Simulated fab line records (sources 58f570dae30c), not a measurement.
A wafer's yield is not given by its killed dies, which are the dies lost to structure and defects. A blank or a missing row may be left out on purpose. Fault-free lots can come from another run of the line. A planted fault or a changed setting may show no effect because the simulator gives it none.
Split-lot study    flow berkeley_cmos170    23 wafers read from 5 lots, route of 331 steps

## THE SPLIT
At UCB170_NLDD_COAT_01 (resist thk 900 nm), the setting resist_thk_nm was moved away from the recipe's 900 nm on 5 of the 23 wafers read, by -5.9% to +4.9%. All remaining wafers had this setting at the recipe value.

The split's own step is where the reading is taken.

## THE READING
KrF_of_NLDD_COAT_01.thk_nm (the simulator's own value, which no gauge read), in nm, at UCB170_NLDD_COAT_01 (resist thk 900 nm). No usual value for it is given in the file. Average 900.7 nm, standard deviation 1.7 nm, over the 18 wafers here run with the recipe.

wafer   tool, chamber at the split  resist_thk_nm as run, nm  against the recipe  KrF_of_NLDD_COAT_01.thk_nm, nm  against lot-mates on the recipe
L075.1  litho_track-04, 0           900                       recipe              899.9                           -
L075.2  litho_track-04, 0           900                       recipe              901.3                           -
L075.3  litho_track-04, 0           900                       recipe              900.4                           -
L075.4  litho_track-04, 0           900                       recipe              901.2                           -
L075.6  litho_track-04, 0           900                       recipe              900.2                           -
L077.1  litho_track-02, 0           900                       recipe              901.5                           -
L077.2  litho_track-02, 0           900                       recipe              899.7                           -
L077.3  litho_track-02, 0           944                       +4.9%               944.8                           +44.3
L077.5  litho_track-02, 0           944                       +4.9%               944.7                           +44.2
L077.6  litho_track-02, 0           900                       recipe              900.3                           -
L082.1  litho_track-04, 0           900                       recipe              899.3                           -
L082.2  litho_track-04, 0           900                       recipe              902.8                           -
L082.5  litho_track-04, 0           900                       recipe              901.2                           -
L080.1  litho_track-01, 0           900                       recipe              900.9                           -
L080.3  litho_track-01, 0           900                       recipe              898.6                           -
L080.4  litho_track-01, 0           900                       recipe              898.3                           -
L080.5  litho_track-01, 0           900                       recipe              897.5                           -
L080.6  litho_track-01, 0           900                       recipe              902.5                           -
L081.1  litho_track-02, 0           900                       recipe              902.5                           -
L081.2  litho_track-02, 0           846.8                     -5.9%               846.4                           -57.0
L081.3  litho_track-02, 0           846.8                     -5.9%               847.2                           -56.2
L081.4  litho_track-02, 0           900                       recipe              904.3                           -
L081.6  litho_track-02, 0           846.8                     -5.9%               850.6                           -52.8

THE FIT
A straight line over all 23 wafers: KrF_of_NLDD_COAT_01.thk_nm changes by +8.94 nm for each +1% of resist_thk_nm; r = +1.00; the points scatter about the line by 1.7 nm.
The same after taking each lot's own level away (the mean of its wafers on the recipe; 23 wafers): +9.26 nm for each +1%; r = +1.00; scatter 1.4 nm.
Per that fit: largest resist_thk_nm move, reading shift of 55 nm.
The lots' own levels span 899.56 to 903.40 nm, that is 2.3 times the standard deviation above.
Hence the lot-to-lot level has little effect on the slope; both slopes agree.
Check: with one of the wafers moved furthest among these (-5.9%) left out of the fit, the line predicts -54.2 nm for it against its lot-mates. It came out at -57 nm against them.

## THE OTHER SPLITS THESE WAFERS WENT THROUGH
These wafers also went through other splits before the reading. Each is held against what the fit with the lots' levels taken away leaves over:
other split on the same wafers           wafers away from the commonest value  r with KrF_of_NLDD_COAT_01.thk_nm (lot level and that fit taken away)
UCB170_ZERO_COAT_01 resist_thk_nm        8                                     -0.05
UCB170_ZERO_DEVELOP_05 dev_temp_c        7                                     -0.34
UCB170_NWELL_COAT_07 spin_rpm            6                                     -0.01
UCB170_NWELL_ETCH_13 over_etch_frac      6                                     -0.03
UCB170_WELLDRIVE_OXIDATION_01 ox_time_s  10                                    -0.11
UCB170_ACTIVE_PEB_11 peb_temp_c          7                                     -0.08
UCB170_ACTIVE_ETCH_15 time_s             5                                     +0.18
UCB170_PFIELD_IMPLANT_07 energy_kev      11                                    -0.14
UCB170_SACOX_OXIDATION_01 temp_c         15                                    +0.00
UCB170_NVT_IMPLANT_07 dose_cm2           6                                     -0.32
UCB170_PLDD_EXPOSE_03 dose_mj            5                                     +0.00
UCB170_PLDD_DEVELOP_05 dev_temp_c        9                                     +0.26

## THE FILE'S OWN FIT
KrF_of_NLDD_COAT_01.thk_nm changes by +9.24 nm for each +1% of resist_thk_nm, r = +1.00.
